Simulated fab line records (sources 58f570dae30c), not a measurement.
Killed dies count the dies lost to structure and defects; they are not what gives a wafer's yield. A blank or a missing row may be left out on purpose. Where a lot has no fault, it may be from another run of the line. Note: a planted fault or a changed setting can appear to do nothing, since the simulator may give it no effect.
What tool caused it?    flow berkeleyCmos170    14 lots with 42 wafers sampled at 4 steps, on a route of 331 steps

## WHAT THE GAUGES READ, wafer by wafer
UCB170_M3_THK_MEAS_03: measures by xrf. Usual: M3_AL_THK typically reads 906 nm, with standard deviation 7.9.
lot   measured      on            M3_AL_THK (nm)  flag
L622  day 9 00:13   filmMetro-02  902 904 907     
L623  day 9 00:31   filmMetro-02  919 919 927     
L626  day 9 12:32   filmMetro-01  922 911 918     
L624  day 9 12:40   filmMetro-04  904 916 907     
L629  day 9 22:17   filmMetro-01  903 910 911     
L627  day 9 22:32   filmMetro-04  896 915 901     
L630  day 10 16:15  filmMetro-01  904 898 899     
L633  day 11 05:26  filmMetro-02  903 901 903     
L632  day 11 09:19  filmMetro-02  908 910 902     
L631  day 11 10:07  filmMetro-01  902 908 911     
L639  day 12 16:26  filmMetro-04  911 915 904     
L642  day 13 01:11  filmMetro-01  889 898 899     
L643  day 13 02:51  filmMetro-02  906 907 904     
L644  day 13 03:54  filmMetro-01  913 905 897     

## EACH LOT AND THE TOOL THAT RAN IT (in order: tool; ch and the chambers of the sampled wafers; start)
lot   UCB170_PSD_STRIP_09                  UCB170_CONTACT_STRIP_06              UCB170_M1_SPUTTER_00
L622  plasmaAsher-01 ch 0,1, day 7 16:58   plasmaAsher-04 ch 0,1, day 8 02:22   pvdSputter-04, day 8 05:22
L623  plasmaAsher-03 ch 0,1, day 7 17:11   plasmaAsher-03 ch 1, day 8 02:27     pvdSputter-02, day 8 05:45
L626  plasmaAsher-01 ch 0,1, day 8 09:55   plasmaAsher-02 ch 0,1, day 8 16:29   pvdSputter-02, day 8 19:19
L624  plasmaAsher-04 ch 0,1, day 8 10:07   plasmaAsher-03 ch 0,1, day 8 18:25   pvdSputter-04, day 8 21:55
L629  plasmaAsher-04 ch 0,1, day 8 18:43   plasmaAsher-03 ch 0,1, day 9 05:09   pvdSputter-02, day 9 07:23
L627  plasmaAsher-01 ch 0,1, day 8 19:11   plasmaAsher-03 ch 0,1, day 9 05:28   pvdSputter-04, day 9 08:13
L630  plasmaAsher-03 ch 0,1, day 9 10:53   plasmaAsher-04 ch 0,1, day 9 20:34   pvdSputter-02, day 9 22:38
L633  plasmaAsher-04 ch 0,1, day 10 02:07  plasmaAsher-04 ch 0,1, day 10 12:36  pvdSputter-03, day 10 17:13
L632  plasmaAsher-03 ch 0,1, day 10 02:33  plasmaAsher-03 ch 0,1, day 10 14:42  pvdSputter-02, day 10 17:24
L631  plasmaAsher-01 ch 1, day 10 02:40    plasmaAsher-04 ch 0, day 10 14:58    pvdSputter-04, day 10 17:34
L639  plasmaAsher-04 ch 0,1, day 11 18:31  plasmaAsher-03 ch 0,1, day 12 02:06  pvdSputter-04, day 12 04:12
L642  plasmaAsher-01 ch 0,1, day 12 02:06  plasmaAsher-03 ch 0,1, day 12 12:20  pvdSputter-04, day 12 14:23
L643  plasmaAsher-04 ch 0,1, day 12 02:18  plasmaAsher-04 ch 0,1, day 12 12:20  pvdSputter-03, day 12 14:43
L644  plasmaAsher-01 ch 0,1, day 12 02:42  plasmaAsher-02 ch 0,1, day 12 12:47  pvdSputter-02, day 12 14:59
- UCB170_PSD_STRIP_09: strips in O2.
- UCB170_CONTACT_STRIP_06: strips in O2.
- UCB170_M1_SPUTTER_00: material Al, target thk 600 nm, time 80 s.

## AS READ BY THE TOOLS THEMSELVES (means over the sampled wafers that have a number; for cases with no such wafer, the mark the record gives instead)
UCB170_PSD_STRIP_09. Usual: drypumpMotorCurrentA 5.4 A, standard deviation 0.55; oesProductAu 0.600 a.u., standard deviation 0.0048; stripTimeToEndpointS 29.36 s, standard deviation 0.072.
lot   tool            drypumpMotorCurrentA (A)  oesProductAu (a.u.)  stripTimeToEndpointS (s)  flag
L622  plasmaAsher-01  6.1                       0.600                29.33                     
L623  plasmaAsher-03  4.8                       0.605                29.46                     
L626  plasmaAsher-01  6.1                       0.599                29.46                     
L624  plasmaAsher-04  5.1                       0.603                29.45                     
L629  plasmaAsher-04  5.1                       0.596                29.21                     
L627  plasmaAsher-01  6.1                       0.601                29.36                     
L630  plasmaAsher-03  4.8                       0.602                29.43                     
L633  plasmaAsher-04  5.2                       0.600                29.31                     
L632  plasmaAsher-03  4.8                       0.600                29.32                     
L631  plasmaAsher-01  6.0                       0.598                29.37                     
L639  plasmaAsher-04  5.1                       0.599                29.33                     
L642  plasmaAsher-01  6.1                       0.602                29.38                     
L643  plasmaAsher-04  5.1                       0.602                29.38                     
L644  plasmaAsher-01  6.1                       0.600                29.28                     

UCB170_CONTACT_STRIP_06. Usual: drypumpMotorCurrentA 5.2 A, standard deviation 0.58; oesProductAu 0.734 a.u., standard deviation 0.0048; stripTimeToEndpointS 22.16 s, standard deviation 0.068.
lot   tool            drypumpMotorCurrentA (A)  oesProductAu (a.u.)  stripTimeToEndpointS (s)  flag
L622  plasmaAsher-04  5.1                       0.734                22.16                     
L623  plasmaAsher-03  4.8                       0.735                22.19                     
L626  plasmaAsher-02  6.1                       0.740                22.10                     
L624  plasmaAsher-03  4.9                       0.733                22.06                     
L629  plasmaAsher-03  4.8                       0.734                22.19                     
L627  plasmaAsher-03  4.8                       0.735                22.19                     
L630  plasmaAsher-04  5.1                       0.733                22.18                     
L633  plasmaAsher-04  5.1                       0.733                22.10                     
L632  plasmaAsher-03  4.8                       0.729                22.18                     
L631  plasmaAsher-04  5.2                       0.734                22.18                     
L639  plasmaAsher-03  4.8                       0.731                22.22                     
L642  plasmaAsher-03  4.8                       0.736                22.14                     
L643  plasmaAsher-04  5.1                       0.735                22.16                     
L644  plasmaAsher-02  6.4                       0.734                22.20                     

UCB170_M1_SPUTTER_00. Usual: throttleValvePct reads 30.4 % (standard deviation 1).
lot   tool           throttleValvePct (%)  flag
L622  pvdSputter-04  29.8                  
L623  pvdSputter-02  31.1                  
L626  pvdSputter-02  30.8                  
L624  pvdSputter-04  29.3                  
L629  pvdSputter-02  31.1                  
L627  pvdSputter-04  30.2                  
L630  pvdSputter-02  30.5                  
L633  pvdSputter-03  30.7                  
L632  pvdSputter-02  31.0                  
L631  pvdSputter-04  29.0                  
L639  pvdSputter-04  30.0                  
L642  pvdSputter-04  29.8                  
L643  pvdSputter-03  31.2                  
L644  pvdSputter-02  30.8                  

## THE ANSWER, worked out from the rows above alone
Rule: take the mean of a lot's wafers that have a number; if it is more than 3 standard deviations from the usual mean, the lot is off. Also off: a lot with no number at a reading for which 4 or more lots have one. The other lots that the step has rows for count as sound. Order of review: gauges by route order, followed by the tools' own readings, for which a lot's mean as printed above is used. At the first step where some lot is off, the reading lying furthest off is the one used; lots without a number count as furthest.
No lot is off at any reading shown: from this, nothing can be told.

## WHAT WAS PUT IN BY THE SIMULATOR
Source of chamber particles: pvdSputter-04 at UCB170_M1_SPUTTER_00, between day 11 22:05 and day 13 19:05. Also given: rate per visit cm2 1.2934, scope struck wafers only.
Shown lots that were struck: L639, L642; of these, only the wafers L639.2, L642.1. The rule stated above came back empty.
